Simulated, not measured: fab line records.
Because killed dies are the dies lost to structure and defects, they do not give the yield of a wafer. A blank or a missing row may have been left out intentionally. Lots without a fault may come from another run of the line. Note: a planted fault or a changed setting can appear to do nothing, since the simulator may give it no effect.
Problem report in the 8D (eight disciplines) form, filled by code    flow rit_cmos    the parts of the form that need people (team, actions taken, sign-off) are left out

## 1. PROBLEM STATEMENT
Mean ACTIVE_OXIDE_THK at RIT_ACTIVE_THK_MEAS_02: 41.2 nm over 9 wafers in 3 lots; fault-free wafers: 46.6 nm, standard deviation 0.8. That puts it -6.8 standard deviations away from the usual mean.
Earliest sighting: wafer L152.1 on film_metro-04 at day 3 09:56. The record has a number at this step for 45 wafers belonging to 15 lots. Rule for "out", or "out of limits": more than 4 standard deviations from the usual mean. All remaining wafers that have a number are taken as sound.

## 2. WHAT IT IS; WHAT IT IS NOT
question                     is                            is not
which readings at this step  ACTIVE_OXIDE_THK              -
which lots                   L152, L154, L157              L143, L145, L146, L147, L148, L149, L151, L159, L161, L164, L165, L166
which wafers of those lots   all that have a number        -
read on which gauges         film_metro-03, film_metro-04  film_metro-02
when                         from day 3 09:56              up to then (21 sound wafers); but 15 sound wafers of L159, L161, L164, L165, L166 came after

## 3. THE SUSPECTS, EACH WITH WHAT RULES IT OUT
Counting: a tool at a process step up to the reading stays a suspect if it ran every lot that is out and no sound lot after the first of them.
- the gauge at RIT_ACTIVE_THK_MEAS_02 is ruled out. 2 gauges (film_metro-03, film_metro-04) read the wafers that are out.
- furnace-01 at RIT_ACTIVE_OXIDATION_01 (target thk 46.8 nm, ox time 3360 s): kept. Every lot that is out went through it, starting with L152 (day 3 08:01), and after that it ran no sound lot; the last sound lot it ran before then is L151 (day 3 02:07). Its own spike_tc_centre_C, spike_tc_load_C, tube_center_temp_C, tube_center_temp_C_max readings are out on those wafers.
After counting, what remains is furnace-01 at RIT_ACTIVE_OXIDATION_01.

## 4. THE CAUSE (what the simulator had put in)
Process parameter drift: furnace-01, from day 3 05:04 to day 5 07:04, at RIT_ACTIVE_OXIDATION_01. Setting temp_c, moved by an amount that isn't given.
After counting, this tool was the only one left.

## 5. THE CHAIN OF EFFECTS, in route order
Each row: a reading where the mean over the struck wafers with a number is more than 3 standard deviations away from the usual. Only readings whose record carries a usual standard deviation are examined. hours: median over the lots of the time between each lot's start at the first step of this table that gives one and its start at this step. sigmas: the change, counted in usual standard deviations.
hours  step                     reading                 usual     on struck wafers  change  sigmas
0      RIT_ACTIVE_OXIDATION_01  spike_tc_centre_C       1003.0 C  990.7             -12.3   -10
0      RIT_ACTIVE_OXIDATION_01  spike_tc_load_C         1024 C    1008              -16     -4.4
0      RIT_ACTIVE_OXIDATION_01  tube_center_temp_C      1000 C    988               -12     -99 or more
0      RIT_ACTIVE_OXIDATION_01  tube_center_temp_C_max  1002.5    990.6             -11.9   -31
2      RIT_ACTIVE_THK_MEAS_02   ACTIVE_OXIDE_THK        46.6 nm   41.2              -5.4    -6.8
The process steps in it:
- RIT_ACTIVE_OXIDATION_01: target thk 46.8 nm, ox time 3360 s.
At these later measuring or inspecting steps, every struck wafer for which the step has a row has a number for every such reading, and none has moved that far: RIT_ACTIVE_THK_MEAS_04, RIT_FOX1_THK_MEAS_01, RIT_NRETRO_OVL_MEAS_06.

## 6. WHAT WOULD HAVE CAUGHT IT SOONER
Counted from the fault's start at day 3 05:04, it took 5 hours until the first out-of-limits reading at a measuring or inspecting step in this record, taken at day 3 09:56.
At RIT_ACTIVE_OXIDATION_01, the tool's own readings (spike_tc_centre_C, spike_tc_load_C, tube_center_temp_C, tube_center_temp_C_max) were out on each struck wafer the step has a row for, so an alarm limit on them would have fired on the first such wafer.
Among the 3 lots that are out, L154, L157 began RIT_ACTIVE_OXIDATION_01 on furnace-01 after day 3 09:56. A hold on the tool at that time would have spared those 2.
